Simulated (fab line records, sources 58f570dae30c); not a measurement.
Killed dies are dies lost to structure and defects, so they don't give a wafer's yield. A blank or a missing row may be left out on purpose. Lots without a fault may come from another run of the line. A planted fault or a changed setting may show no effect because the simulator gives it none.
fab line records | flow berkeley_cmos170
record lots=5 wafers=15 last_day=13
route steps=331 shown FIELD@92 SACOX@97 SCREENOX@100 NVT@104 PVT@115 GATE@125
lots that met no fault: from a run of the same line without faults
start_h: hours from the record's first day to the start of the lot's first wafer shown | wait_h: hours since the lot's step before | " the same as in the row above | L1.1+2: a row that stands for several wafers | - no value, or no start given | * or withheld: withheld | < > ~ a bound
route shown NAME@n: a module of which the file shows steps, and the number in the route of the first | usual: mean/standard deviation of fault-free wafers | same: alike in all rows | chamber/n: place in a boat | sites: the reading at each site | _std_site: their standard deviation | _edge_site: outer sites' mean less inner sites' | radius_mm: how far each site lies from the wafer's centre | mask NAME#n: copy n | behind: the tool/chamber that last shaped the wafer | hold: why the lot was held/for how many hours/how that ended | device: the transistor (n, p or np) that didn't switch | end of line: the same wafers' tests at the end of the route | a step without rows: its recipe alone | killed: dies lost to structure and defects at the first sort, not the wafer's yield | map: a wafer's dies, x killed, . not, _ none there
set.NAME: the setting as run; set.NAME@STEP: as run at that earlier step | model.NAME: the simulator's own value behind a step, which no gauge read
lots at some steps of the route; a table a step, a row a wafer
services: from which hour (start_h, from the record's first day; less than 0 if before it) a tool's chamber was out of use, for how many hours, and why
## steps
# step UCB170_FIELD_ANNEAL_03
# recipe temp_c=1000 time_s=1200 ambient=N2
# same time_s=1200
# columns lot.wafer tool chamber start_h wait_h
L080.2+5+6 furnace-02 0 142.58 7.0
L084.4+5+6 furnace-04 0 152.76 3.4
L088.1+4+6 furnace-04 0 172.05 2.2
L092.1+4+6 furnace-01 0 185.26 4.3
L097.2+4+6 furnace-04 0 221.98 4.4
# step UCB170_FIELD_WET_ETCH_04
# recipe chemistry=dHF dilution=10:1 target=SiO2 temp_c=25 time_s=60
# same time_s=60
# columns lot.wafer tool chamber start_h wait_h
L080.2+5+6 wet_bench-03 3 143.92 0.0
L084.4+5+6 wet_bench-03 1 154.10 0.0
L088.1+4+6 wet_bench-02 0 173.42 0.0
L092.1+4+6 wet_bench-03 0 186.59 0.0
L097.2+4+6 wet_bench-03 3 223.31 0.0
# step UCB170_FIELD_WET_ETCH_05
# recipe chemistry=H3PO4 target=Si3N4 temp_c=160 time_s=12600
# same time_s=12600
# columns lot.wafer tool chamber start_h wait_h
L080.2+5+6 wet_bench-03 1 143.94 0.0
L084.4+5+6 wet_bench-03 2 154.12 0.0
L088.1+4+6 wet_bench-03 1 173.48 0.0
L092.1+4+6 wet_bench-03 1 186.62 0.0
L097.2+4+6 wet_bench-04 1 223.34 0.0
# step UCB170_FIELD_WET_ETCH_06
# recipe chemistry=BOE dilution=5:1 target=SiO2 temp_c=25 time_s=22
# same time_s=22
# columns lot.wafer tool chamber start_h wait_h
L080.2+5+6 wet_bench-04 0 147.45 0.0
L084.4+5+6 wet_bench-03 3 157.63 0.0
L088.1+4+6 wet_bench-03 3 177.33 0.3
L092.1+4+6 wet_bench-03 1 190.50 0.4
L097.2+4+6 wet_bench-03 0 226.85 0.0
# step UCB170_FIELD_THK_MEAS_90
# recipe reads=SiO2_of_FIELD_OXIDATION_01
# usual FIELD_OXIDE_LEFT_1_THK=431/11
# columns lot.wafer tool chamber start_h wait_h FIELD_OXIDE_LEFT_1_THK[nm]
L080.2 film_metro-03 - 147.50 0.0 425
L080.5 " - " " 418
L080.6 " - " " 425
L084.4 film_metro-04 - 157.68 0.0 423
L084.5 " - " " 424
L084.6 " - " " 421
L088.1 film_metro-02 - 177.35 0.0 453
L088.4 " - " " 443
L088.6 " - " " 441
L092.1 film_metro-02 - 190.52 0.0 440
L092.4 " - " " 443
L092.6 " - " " 448
L097.2 film_metro-02 - 226.92 0.1 440
L097.4 " - " " 443
L097.6 " - " " 442
# step UCB170_SACOX_CLEAN_00
# recipe chemistry=dHF dilution=25:1 time_s=7.5
# same time_s=7.5
# columns lot.wafer tool chamber start_h wait_h
L080.2+5+6 wet_bench-03 0 147.55 0.0
L084.4+5+6 wet_bench-03 1 157.71 0.0
L088.1+4+6 wet_bench-03 3 177.41 0.1
L092.1+4+6 wet_bench-03 1 190.69 0.2
L097.2+4+6 wet_bench-03 3 226.97 0.0
# step UCB170_SACOX_OXIDATION_01
# recipe temp_c=900 ambient=O2 target_thk_a=144 ox_time_s=2400
# columns lot.wafer tool chamber start_h wait_h
L080.2+5+6 furnace-01 0 152.51 4.9
L084.4+5+6 furnace-04 0 162.55 4.8
L088.1+4+6 furnace-01 0 180.91 3.5
L092.1+4+6 furnace-01 0 193.59 2.9
L097.2+4+6 furnace-04 0 230.56 3.6
# step UCB170_SACOX_THK_MEAS_02
# recipe reads=SiO2_of_SACOX_OXIDATION_01
# usual SACOX_OXIDE_THK=14.28/0.23
# columns lot.wafer tool chamber start_h wait_h SACOX_OXIDE_THK[nm]
L080.2 film_metro-02 - 154.19 0.0 14.02
L080.5 " - " " 14.27
L080.6 " - " " 13.91
L084.4 film_metro-02 - 164.24 0.0 14.33
L084.5 " - " " 14.29
L084.6 " - " " 14.20
L088.1 film_metro-01 - 182.58 0.0 14.77
L088.4 " - " " 14.31
L088.6 " - " " 14.61
L092.1 film_metro-02 - 195.26 0.0 14.10
L092.4 " - " " 14.18
L092.6 " - " " 14.11
L097.2 film_metro-04 - 232.30 0.1 14.19
L097.4 " - " " 14.27
L097.6 " - " " 14.35
# step UCB170_SCREENOX_WET_ETCH_00
# recipe chemistry=dHF dilution=25:1 target=SiO2 temp_c=25 time_s=200
# same time_s=200
# columns lot.wafer tool chamber start_h wait_h
L080.2+5+6 wet_bench-01 0 154.52 0.3
L084.4+5+6 wet_bench-04 1 164.27 0.0
L088.1+4+6 wet_bench-03 2 182.64 0.1
L092.1+4+6 wet_bench-04 1 195.32 0.1
L097.2+4+6 wet_bench-04 0 233.77 1.5
# step UCB170_SCREENOX_OXIDATION_01
# recipe temp_c=900 ambient=O2 target_thk_a=144 ox_time_s=2400
# columns lot.wafer tool chamber start_h wait_h
L080.2+5+6 furnace-01 0 156.93 2.3
L084.4+5+6 furnace-02 0 169.13 4.8
L088.1+4+6 furnace-01 0 186.59 3.9
L092.1+4+6 furnace-04 0 199.61 4.2
L097.2+4+6 furnace-01 0 235.29 1.5
# step UCB170_SCREENOX_THK_MEAS_02
# recipe reads=SiO2_of_SCREENOX_OXIDATION_01
# usual SCREENOX_OXIDE_THK=14.28/0.27
# columns lot.wafer tool chamber start_h wait_h SCREENOX_OXIDE_THK[nm]
L080.2 film_metro-02 - 158.60 0.0 14.05
L080.5 " - " " 14.13
L080.6 " - " " 14.35
L084.4 film_metro-03 - 170.89 0.1 14.77
L084.5 " - " " 14.54
L084.6 " - " " 14.89
L088.1 film_metro-03 - 188.26 0.0 14.05
L088.4 " - " " 14.04
L088.6 " - " " 14.26
L092.1 film_metro-03 - 201.28 0.0 14.53
L092.4 " - " " 14.39
L092.6 " - " " 14.10
L097.2 film_metro-03 - 236.97 0.0 14.51
L097.4 " - " " 14.36
L097.6 " - " " 14.43
# step UCB170_SCREENOX_ANNEAL_03
# recipe temp_c=900 time_s=900 ambient=N2
# same time_s=900
# columns lot.wafer tool chamber start_h wait_h
L080.2+5+6 furnace-02 0 163.70 5.1
L084.4+5+6 furnace-01 0 172.48 1.6
L088.1+4+6 furnace-02 0 191.90 3.6
L092.1+4+6 furnace-01 0 208.71 7.4
L097.2+4+6 furnace-02 0 242.24 5.3
# step UCB170_NVT_HMDS_00
# recipe prime_time_s=60 prime_temp_c=100
# usual resist_line_temp_C=22.98/0.1
# columns lot.wafer tool chamber start_h wait_h resist_line_temp_C
L080.2 litho_track-02 0 164.97 0.0 22.95
L080.5 " 0 " " 23.08
L080.6 " 0 " " 23.11
L084.4 litho_track-02 0 174.59 0.9 22.89
L084.5 " 0 " " 22.75
L084.6 " 0 " " 22.89
L088.1 litho_track-04 0 193.67 0.5 22.97
L088.4 " 0 " " 22.93
L088.6 " 0 " " 22.89
L092.1 litho_track-03 0 209.96 0.0 22.90
L092.4 " 0 " " 22.99
L092.6 " 0 " " 22.97
L097.2 litho_track-02 0 243.97 0.5 23.05
L097.4 " 0 " " 22.99
L097.6 " 0 " " 23.20
# step UCB170_NVT_COAT_01
# recipe resist=KrF spin_rpm=1500 resist_thk_nm=900
# usual resist_line_temp_C=22.99/0.11
# columns lot.wafer tool chamber start_h wait_h resist_line_temp_C
L080.2 litho_track-02 0 165.12 0.1 23.03
L080.5 " 0 " " 22.89
L080.6 " 0 " " 22.99
L084.4 litho_track-02 0 174.74 0.1 23.27
L084.5 " 0 " " 23.34
L084.6 " 0 " " 23.08
L088.1 litho_track-04 0 193.82 0.1 23.01
L088.4 " 0 " " 23.09
L088.6 " 0 " " 22.99
L092.1 litho_track-03 0 210.11 0.1 22.98
L092.4 " 0 " " 22.74
L092.6 " 0 " " 22.93
L097.2 litho_track-02 0 244.12 0.1 23.08
L097.4 " 0 " " 23.05
L097.6 " 0 " " 23.06
# step UCB170_NVT_SOFTBAKE_02
# recipe resist=KrF temp_c=130 time_s=60
# usual resist_line_temp_C=23.00/0.11
# same time_s=60
# columns lot.wafer tool chamber start_h wait_h resist_line_temp_C
L080.2 litho_track-02 0 165.27 0.1 22.95
L080.5 " 0 " " 22.97
L080.6 " 0 " " 22.93
L084.4 litho_track-02 0 174.89 0.1 23.15
L084.5 " 0 " " 23.14
L084.6 " 0 " " 23.28
L088.1 litho_track-04 0 193.97 0.1 22.93
L088.4 " 0 " " 23.14
L088.6 " 0 " " 23.05
L092.1 litho_track-03 0 210.26 0.1 22.86
L092.4 " 0 " " 23.10
L092.6 " 0 " " 22.97
L097.2 litho_track-02 0 244.27 0.1 23.03
L097.4 " 0 " " 22.94
L097.6 " 0 " " 22.88
# step UCB170_NVT_EXPOSE_03
# recipe mask_id=PWELL target_cd_nm=3000 na=0.5 sigma_outer=0.6 source_shape=conventional dose_mj=30
# columns lot.wafer tool chamber start_h wait_h mask
L080.2+5+6 krf_scanner-02 0 165.66 0.4 PWELL#0
L084.4+5+6 krf_scanner-01 0 175.29 0.4 PWELL#0
L088.1+4+6 krf_scanner-01 0 194.39 0.4 PWELL#0
L092.1+4+6 krf_scanner-02 0 210.41 0.1 PWELL#0
L097.2+4+6 krf_scanner-02 0 244.44 0.1 PWELL#0
# step UCB170_NVT_PEB_04
# recipe peb_temp_c=130 peb_time_s=withheld resist=KrF
# usual resist_line_temp_C=23.00/0.096
# columns lot.wafer tool chamber start_h wait_h resist_line_temp_C
L080.2 litho_track-02 0 165.78 0.1 23.06
L080.5 " 0 " " 22.97
L080.6 " 0 " " 23.10
L084.4 litho_track-04 0 176.14 0.8 22.95
L084.5 " 0 " " 22.99
L084.6 " 0 " " 22.88
L088.1 litho_track-03 0 195.07 0.7 22.87
L088.4 " 0 " " 23.00
L088.6 " 0 " " 22.91
L092.1 litho_track-03 0 210.53 0.1 23.06
L092.4 " 0 " " 22.91
L092.6 " 0 " " 22.93
L097.2 litho_track-04 0 244.79 0.3 22.82
L097.4 " 0 " " 22.94
L097.6 " 0 " " 22.84
# step UCB170_NVT_DEVELOP_05
# recipe developer=TMAH develop_time_s=45 resist=KrF dev_temp_c=21
# usual resist_line_temp_C=23.01/0.11
# columns lot.wafer tool chamber start_h wait_h resist_line_temp_C
L080.2 litho_track-02 0 - - 22.98
L080.5 " 0 " " 23.01
L080.6 " 0 " " 22.81
L084.4 litho_track-04 0 - - 22.94
L084.5 " 0 " " 23.12
L084.6 " 0 " " 22.96
L088.1 litho_track-03 0 - - 23.02
L088.4 " 0 " " 22.93
L088.6 " 0 " " 22.94
L092.1 litho_track-03 0 - - 22.88
L092.4 " 0 " " 22.94
L092.6 " 0 " " 23.05
L097.2 litho_track-04 0 - - 23.11
L097.4 " 0 " " 22.91
L097.6 " 0 " " 22.95
# step UCB170_NVT_OVL_MEAS_06
# usual NVT_OVL=1/5.9
# columns lot.wafer tool chamber start_h wait_h NVT_OVL[nm]
L080.2 overlay-02 - 166.04 - 3
L080.5 " - " " -7
L080.6 " - " " 6
L084.4 overlay-01 - 176.36 - -7
L084.5 " - " " -2
L084.6 " - " " -2
L088.1 overlay-02 - 195.34 - 11
L088.4 " - " " 5
L088.6 " - " " 6
L092.1 overlay-01 - 210.80 - -8
L092.4 " - " " 0
L092.6 " - " " 3
L097.2 overlay-02 - 245.05 - -5
L097.4 " - " " 8
L097.6 " - " " -4
# step UCB170_NVT_IMPLANT_07
# recipe species=BF2 dose_cm2=3e+12 energy_kev=50 tilt_deg=7
# usual faraday_current_uA=9.54/0.18
# columns lot.wafer tool chamber start_h wait_h faraday_current_uA
L080.2 implanter-02 0 166.09 0.0 9.39
L080.5 " 0 " " 9.41
L080.6 " 0 " " 9.46
L084.4 implanter-02 0 176.45 0.1 9.63
L084.5 " 0 " " 9.15
L084.6 " 0 " " 9.66
L088.1 implanter-03 0 195.38 0.0 9.82
L088.4 " 0 " " 9.43
L088.6 " 0 " " 9.56
L092.1 implanter-01 0 210.84 0.0 9.38
L092.4 " 0 " " 9.40
L092.6 " 0 " " 9.48
L097.2 implanter-02 0 245.10 0.0 9.39
L097.4 " 0 " " 9.22
L097.6 " 0 " " 9.51
# step UCB170_NVT_STRIP_08
# recipe chemistry=O2 power_w=400 pressure_mtorr=3500 platen_temp_c=withheld o2_flow_sccm=400 overash_fraction=0.5
# usual drypump_motor_current_A=5.8/0.68 oes_product_au=0.735/0.0044 strip_time_to_endpoint_s=21.60/0.053
# columns lot.wafer tool chamber start_h wait_h drypump_motor_current_A oes_product_au rf_hours_counter_h strip_time_to_endpoint_s
L080.2 plasma_asher-02 1 166.22 0.1 4.6 0.739 41 21.65
L080.5 " 0 " " 6.0 0.740 - 21.71
L080.6 " 1 " " 4.6 0.741 - 21.64
L084.4 plasma_asher-04 0 176.56 0.1 6.3 0.729 - 21.61
L084.5 " 0 " " 6.3 0.730 - 21.57
L084.6 " 1 " " 6.5 0.740 - 21.66
L088.1 plasma_asher-04 1 195.53 0.1 6.5 0.742 49 21.58
L088.4 " 0 " " 6.4 0.734 - 21.51
L088.6 " 0 " " 6.3 0.733 - 21.55
L092.1 plasma_asher-02 1 210.99 0.1 4.6 0.734 46 21.67
L092.4 " 1 " " 4.6 0.728 - 21.65
L092.6 " 0 " " 6.0 0.727 - 21.65
L097.2 plasma_asher-02 1 245.23 0.1 4.6 0.729 50 21.66
L097.4 " 1 " " 4.6 0.729 - 21.60
L097.6 " 1 " " 4.6 0.732 - 21.66
# step UCB170_NVT_TW_MEAS_09
# usual NVT_TW=524/5.7
# columns lot.wafer tool chamber start_h wait_h NVT_TW
L080.2 film_metro-04 - 166.33 0.1 530
L080.5 " - " " 531
L080.6 " - " " 529
L084.4 film_metro-04 - 176.66 0.1 528
L084.5 " - " " 527
L084.6 " - " " 529
L088.1 film_metro-03 - 195.63 0.1 520
L088.4 " - " " 519
L088.6 " - " " 520
L092.1 film_metro-03 - 211.09 0.1 517
L092.4 " - " " 514
L092.6 " - " " 519
L097.2 film_metro-03 - 245.34 0.1 516
L097.4 " - " " 519
L097.6 " - " " 520
# step UCB170_NVT_CLEAN_10
# recipe chemistry=SPM temp_c=120 time_s=600
# same time_s=600
# columns lot.wafer tool chamber start_h wait_h
L080.2+5+6 wet_bench-04 1 166.38 0.0
L084.4+5+6 wet_bench-02 2 179.95 3.3
L088.1+4+6 wet_bench-02 0 195.69 0.1
L092.1+4+6 wet_bench-02 0 212.26 1.2
L097.2+4+6 wet_bench-01 1 245.39 0.0
# step UCB170_PVT_HMDS_00
# recipe prime_time_s=60 prime_temp_c=100
# usual resist_line_temp_C=23.00/0.11
# columns lot.wafer tool chamber start_h wait_h resist_line_temp_C
L080.2 litho_track-01 0 166.69 0.1 22.86
L080.5 " 0 " " 22.97
L080.6 " 0 " " 22.89
L084.4 litho_track-03 0 180.33 0.2 23.09
L084.5 " 0 " " 23.16
L084.6 " 0 " " 22.95
L088.1 litho_track-03 0 196.24 0.4 22.95
L088.4 " 0 " " 23.21
L088.6 " 0 " " 23.13
L092.1 litho_track-01 0 212.43 0.0 22.97
L092.4 " 0 " " 22.96
L092.6 " 0 " " 22.98
L097.2 litho_track-02 0 245.68 0.1 23.07
L097.4 " 0 " " 22.95
L097.6 " 0 " " 22.92
# step UCB170_PVT_COAT_01
# recipe resist=KrF spin_rpm=1500 resist_thk_nm=900
# usual resist_line_temp_C=22.99/0.11
# columns lot.wafer tool chamber start_h wait_h resist_line_temp_C
L080.2 litho_track-01 0 166.84 0.1 23.10
L080.5 " 0 " " 23.03
L080.6 " 0 " " 22.95
L084.4 litho_track-03 0 180.48 0.1 22.88
L084.5 " 0 " " 23.05
L084.6 " 0 " " 22.97
L088.1 litho_track-03 0 196.39 0.1 22.83
L088.4 " 0 " " 22.93
L088.6 " 0 " " 22.93
L092.1 litho_track-01 0 212.58 0.1 23.01
L092.4 " 0 " " 23.04
L092.6 " 0 " " 23.12
L097.2 litho_track-02 0 245.83 0.1 22.96
L097.4 " 0 " " 22.95
L097.6 " 0 " " 23.13
# step UCB170_PVT_SOFTBAKE_02
# recipe resist=KrF temp_c=130 time_s=60
# usual resist_line_temp_C=23.01/0.096
# same time_s=60
# columns lot.wafer tool chamber start_h wait_h resist_line_temp_C
L080.2 litho_track-01 0 166.99 0.1 22.97
L080.5 " 0 " " 23.02
L080.6 " 0 " " 23.11
L084.4 litho_track-03 0 180.63 0.1 23.02
L084.5 " 0 " " 23.07
L084.6 " 0 " " 23.05
L088.1 litho_track-03 0 196.54 0.1 23.04
L088.4 " 0 " " 23.09
L088.6 " 0 " " 23.14
L092.1 litho_track-01 0 212.73 0.1 23.04
L092.4 " 0 " " 23.07
L092.6 " 0 " " 23.00
L097.2 litho_track-02 0 245.98 0.1 22.85
L097.4 " 0 " " 22.99
L097.6 " 0 " " 22.92
# step UCB170_PVT_EXPOSE_03
# recipe mask_id=NWELL target_cd_nm=3000 na=0.5 sigma_outer=0.6 source_shape=conventional dose_mj=30
# columns lot.wafer tool chamber start_h wait_h mask
L080.2+5+6 krf_scanner-01 0 167.30 0.3 NWELL#0
L084.4+5+6 krf_scanner-01 0 180.76 0.1 NWELL#0
L088.1+4+6 krf_scanner-01 0 196.92 0.4 NWELL#0
L092.1+4+6 krf_scanner-01 0 212.88 0.1 NWELL#0
L097.2+4+6 krf_scanner-01 0 246.25 0.2 NWELL#0
# step UCB170_PVT_PEB_04
# recipe peb_temp_c=130 peb_time_s=withheld resist=KrF
# usual resist_line_temp_C=22.99/0.11
# columns lot.wafer tool chamber start_h wait_h resist_line_temp_C
L080.2 litho_track-02 0 167.67 0.4 22.85
L080.5 " 0 " " 22.91
L080.6 " 0 " " 22.80
L084.4 litho_track-01 0 181.12 0.3 22.94
L084.5 " 0 " " 22.85
L084.6 " 0 " " 22.94
L088.1 litho_track-02 0 197.16 0.2 23.13
L088.4 " 0 " " 22.92
L088.6 " 0 " " 23.15
L092.1 litho_track-03 0 213.00 0.1 23.09
L092.4 " 0 " " 23.02
L092.6 " 0 " " 23.03
L097.2 litho_track-02 0 246.40 0.1 23.11
L097.4 " 0 " " 23.02
L097.6 " 0 " " 23.14
# step UCB170_PVT_DEVELOP_05
# recipe developer=TMAH develop_time_s=45 resist=KrF dev_temp_c=21.82
# usual resist_line_temp_C=23.02/0.11
# columns lot.wafer tool chamber start_h wait_h resist_line_temp_C
L080.2 litho_track-02 0 - - 22.93
L080.5 " 0 " " 23.09
L080.6 " 0 " " 22.98
L084.4 litho_track-01 0 - - 22.87
L084.5 " 0 " " 22.88
L084.6 " 0 " " 22.97
L088.1 litho_track-02 0 - - 22.97
L088.4 " 0 " " 22.96
L088.6 " 0 " " 23.12
L092.1 litho_track-03 0 - - 23.19
L092.4 " 0 " " 23.20
L092.6 " 0 " " 23.22
L097.2 litho_track-02 0 - - 22.83
L097.4 " 0 " " 22.83
L097.6 " 0 " " 22.89
# step UCB170_PVT_OVL_MEAS_06
# usual PVT_OVL=-3/5
# columns lot.wafer tool chamber start_h wait_h PVT_OVL[nm]
L080.2 overlay-01 - 167.92 - -3
L080.5 " - " " -2
L080.6 " - " " -6
L084.4 overlay-01 - 181.34 - 4
L084.5 " - " " 0
L084.6 " - " " 7
L088.1 overlay-02 - 197.45 - 9
L088.4 " - " " -2
L088.6 " - " " 2
L092.1 overlay-02 - 213.27 - -7
L092.4 " - " " -6
L092.6 " - " " -4
L097.2 overlay-01 - 246.66 - -3
L097.4 " - " " -6
L097.6 " - " " 0
# step UCB170_PVT_IMPLANT_07
# recipe species=P dose_cm2=2e+12 energy_kev=30 tilt_deg=7
# usual faraday_current_uA=6.34/0.14
# columns lot.wafer tool chamber start_h wait_h faraday_current_uA
L080.2 implanter-03 0 167.98 0.0 6.47
L080.5 " 0 " " 6.39
L080.6 " 0 " " 6.30
L084.4 implanter-03 0 181.43 0.1 6.35
L084.5 " 0 " " 6.50
L084.6 " 0 " " 6.29
L088.1 implanter-03 0 197.49 0.0 6.29
L088.4 " 0 " " 6.49
L088.6 " 0 " " 6.33
L092.1 implanter-04 0 213.31 0.0 6.46
L092.4 " 0 " " 6.42
L092.6 " 0 " " 6.29
L097.2 implanter-01 0 246.78 0.1 6.55
L097.4 " 0 " " 6.43
L097.6 " 0 " " 6.41
# step UCB170_PVT_STRIP_08
# recipe chemistry=O2 power_w=400 pressure_mtorr=3500 platen_temp_c=withheld o2_flow_sccm=400 overash_fraction=0.5
# usual drypump_motor_current_A=5.9/0.69 oes_product_au=0.734/0.0048 strip_time_to_endpoint_s=21.64/0.052
# columns lot.wafer tool chamber start_h wait_h drypump_motor_current_A oes_product_au rf_hours_counter_h strip_time_to_endpoint_s
L080.2 plasma_asher-04 0 168.10 0.1 6.4 0.734 46 21.65
L080.5 " 0 " " 6.4 0.719 - 21.70
L080.6 " 1 " " 6.5 0.736 - 21.72
L084.4 plasma_asher-01 0 181.54 0.1 6.6 0.739 - 21.62
L084.5 " 0 " " 6.6 0.730 - 21.63
L084.6 " 1 " " 5.3 0.729 - 21.67
L088.1 plasma_asher-04 0 197.64 0.1 6.3 0.733 50 21.72
L088.4 " 1 " " 6.5 0.737 - 21.62
L088.6 " 1 " " 6.5 0.731 - 21.70
L092.1 plasma_asher-02 0 213.46 0.1 6.0 0.730 46 21.64
L092.4 " 0 " " 6.0 0.736 - 21.66
L092.6 " 1 " " 4.6 0.729 - 21.65
L097.2 plasma_asher-01 0 246.90 0.1 6.5 0.728 47 21.69
L097.4 " 0 " " 6.5 0.719 - 21.58
L097.6 " 1 " " 5.3 0.740 - 21.62
# step UCB170_PVT_TW_MEAS_09
# usual PVT_TW=510/5.3
# columns lot.wafer tool chamber start_h wait_h PVT_TW
L080.2 film_metro-02 - 168.21 0.1 514
L080.5 " - " " 511
L080.6 " - " " 512
L084.4 film_metro-03 - 181.64 0.1 498
L084.5 " - " " 501
L084.6 " - " " 499
L088.1 film_metro-04 - 197.74 0.1 511
L088.4 " - " " 507
L088.6 " - " " 514
L092.1 film_metro-03 - 213.56 0.1 505
L092.4 " - " " 502
L092.6 " - " " 502
L097.2 film_metro-04 - 247.05 0.1 512
L097.4 " - " " 514
L097.6 " - " " 512
# step UCB170_GATE_WET_ETCH_00
# recipe chemistry=dHF dilution=25:1 target=SiO2 temp_c=25 time_s=200
# same time_s=200
# columns lot.wafer tool chamber start_h wait_h
L080.2+5+6 wet_bench-03 3 168.26 0.0
L084.4+5+6 wet_bench-02 3 181.67 0.0
L088.1+4+6 wet_bench-03 3 197.84 0.1
L092.1+4+6 wet_bench-02 3 213.62 0.1
L097.2+4+6 wet_bench-02 1 247.10 0.0
# step UCB170_FIELD_THK_MEAS_91
# recipe reads=SiO2_of_FIELD_OXIDATION_01
# usual FIELD_OXIDE_LEFT_2_THK=342/11
# columns lot.wafer tool chamber start_h wait_h FIELD_OXIDE_LEFT_2_THK[nm]
L080.2 film_metro-04 - 168.34 0.0 337
L080.5 " - " " 330
L080.6 " - " " 337
L084.4 film_metro-02 - 181.77 0.0 333
L084.5 " - " " 335
L084.6 " - " " 332
L088.1 film_metro-04 - 197.91 0.0 365
L088.4 " - " " 355
L088.6 " - " " 354
L092.1 film_metro-04 - 213.68 0.0 353
L092.4 " - " " 356
L092.6 " - " " 360
L097.2 film_metro-04 - 247.17 0.0 352
L097.4 " - " " 355
L097.6 " - " " 354
# step UCB170_GATE_OXIDATION_01
# recipe temp_c=850 ambient=O2 target_thk_a=66 ox_time_s=1800
# columns lot.wafer tool chamber start_h wait_h
L080.2+5+6 furnace-02 0 170.80 2.5
L084.4+5+6 furnace-04 0 181.81 0.0
L088.1+4+6 furnace-04 0 203.88 6.0
L092.1+4+6 furnace-02 0 219.92 6.2
L097.2+4+6 furnace-01 0 253.02 5.8
# step UCB170_GATE_THK_MEAS_02
# recipe reads=SiO2_of_GATE_OXIDATION_01
# usual GATE_OXIDE_THK=6.56/0.14
# columns lot.wafer tool chamber start_h wait_h GATE_OXIDE_THK[nm]
L080.2 film_metro-01 - 172.31 0.0 6.67
L080.5 " - " " 6.66
L080.6 " - " " 6.54
L084.4 film_metro-04 - 183.34 0.0 6.46
L084.5 " - " " 6.34
L084.6 " - " " 6.54
L088.1 film_metro-04 - 205.44 0.1 6.53
L088.4 " - " " 6.46
L088.6 " - " " 6.43
L092.1 film_metro-02 - 221.42 0.0 6.50
L092.4 " - " " 6.50
L092.6 " - " " 6.52
L097.2 film_metro-02 - 254.59 0.1 6.82
L097.4 " - " " 6.73
L097.6 " - " " 6.72
# step UCB170_GATE_ANNEAL_03
# recipe temp_c=900 time_s=1800 ambient=N2
# same time_s=1800
# columns lot.wafer tool chamber start_h wait_h
L080.2+5+6 furnace-02 0 173.80 1.5
L084.4+5+6 furnace-02 0 187.65 4.3
L088.1+4+6 furnace-01 0 211.63 6.2
L092.1+4+6 furnace-01 0 225.61 4.2
L097.2+4+6 furnace-01 0 263.12 8.5
# step UCB170_GATE_CVD_04
# recipe material=poly-Si temp_c=610 precursor=SiH4 time_s=1440 pressure_mtorr=375 target_thk_nm=214 sih4_flow_sccm=122.7
# usual susceptor_temp_C=610.04/0.29
# same time_s=1440
# columns lot.wafer tool chamber start_h wait_h susceptor_temp_C
L080.2 lpcvd-02 0 175.30 0.0 610.08
L080.5 " 0 " " 610.26
L080.6 " 0 " " 609.93
L084.4 lpcvd-02 0 189.15 0.0 610.37
L084.5 " 0 " " 610.45
L084.6 " 0 " " 609.96
L088.1 lpcvd-02 1 213.56 0.4 609.85
L088.4 " 1 " " 610.31
L088.6 " 1 " " 610.15
L092.1 lpcvd-01 1 227.11 0.0 610.40
L092.4 " 1 " " 610.18
L092.6 " 1 " " 610.35
L097.2 lpcvd-01 0 264.62 0.0 610.04
L097.4 " 0 " " 610.06
L097.6 " 0 " " 610.03
# step UCB170_GATE_THK_MEAS_05
# recipe reads=poly-Si_of_GATE_CVD_04
# usual GATE_POLY_THK=218.7/2.5
# columns lot.wafer tool chamber start_h wait_h GATE_POLY_THK[nm]
L080.2 film_metro-01 - 176.72 0.0 220.5
L080.5 " - " " 217.5
L080.6 " - " " 219.0
L084.4 film_metro-02 - 190.61 0.1 218.3
L084.5 " - " " 219.2
L084.6 " - " " 218.1
L088.1 film_metro-04 - 215.02 0.1 219.2
L088.4 " - " " 218.3
L088.6 " - " " 219.1
L092.1 film_metro-02 - 228.51 0.0 221.5
L092.4 " - " " 223.1
L092.6 " - " " 221.8
L097.2 film_metro-01 - 266.03 0.0 218.8
L097.4 " - " " 220.9
L097.6 " - " " 219.8
# step UCB170_GATE_COAT_06
# recipe resist=BARC temp_c=withheld time_s=withheld spin_rpm=3000 resist_thk_nm=withheld
# usual resist_line_temp_C=*
# columns lot.wafer tool chamber start_h wait_h resist_line_temp_C
L080.2 litho_track-03 0 177.03 0.3 *
L080.5 " 0 " " *
L080.6 " 0 " " *
L084.4 litho_track-03 0 190.89 0.3 *
L084.5 " 0 " " *
L084.6 " 0 " " *
L088.1 litho_track-01 0 215.22 0.2 *
L088.4 " 0 " " *
L088.6 " 0 " " *
L092.1 litho_track-04 0 228.57 0.1 *
L092.4 " 0 " " *
L092.6 " 0 " " *
L097.2 litho_track-04 0 266.34 0.3 *
L097.4 " 0 " " *
L097.6 " 0 " " *
# step UCB170_GATE_COAT_07
# recipe resist=KrF spin_rpm=1500 resist_thk_nm=900
# usual resist_line_temp_C=23.00/0.11
# columns lot.wafer tool chamber start_h wait_h resist_line_temp_C
L080.2 litho_track-03 0 - - 23.15
L080.5 " 0 " " 23.12
L080.6 " 0 " " 23.21
L084.4 litho_track-03 0 - - 23.10
L084.5 " 0 " " 23.07
L084.6 " 0 " " 23.04
L088.1 litho_track-01 0 - - 23.10
L088.4 " 0 " " 22.95
L088.6 " 0 " " 22.86
L092.1 litho_track-04 0 - - 23.03
L092.4 " 0 " " 23.04
L092.6 " 0 " " 23.06
L097.2 litho_track-04 0 - - 22.96
L097.4 " 0 " " 23.07
L097.6 " 0 " " 23.04
## services
# columns tool chamber start_h hours kind
lpcvd-01 - 120.89 1.0 repair
furnace-02 - 138.12 3.1 pm
krf_scanner-02 - 143.58 0.8 pm
krf_scanner-02 - 144.33 1.0 pm
krf_scanner-01 - 153.87 1.1 repair
implanter-02 - 181.15 4.9 pm
krf_scanner-01 - 189.41 1.0 pm
wet_bench-01 - 199.02 2.0 repair
krf_scanner-01 - 199.18 1.3 pm
implanter-01 - 202.97 0.9 repair
furnace-04 - 240.50 3.8 pm
furnace-01 - 241.96 4.3 pm
implanter-03 - 242.35 6.2 pm
furnace-02 - 244.74 2.9 pm
implanter-04 - 245.72 2.0 repair
implanter-03 - 248.55 6.3 pm
krf_scanner-02 - 249.56 1.4 repair
krf_scanner-02 - 254.73 1.3 pm
wet_bench-01 - 255.70 1.6 repair
krf_scanner-02 - 264.02 0.3 repair
## key
fault none
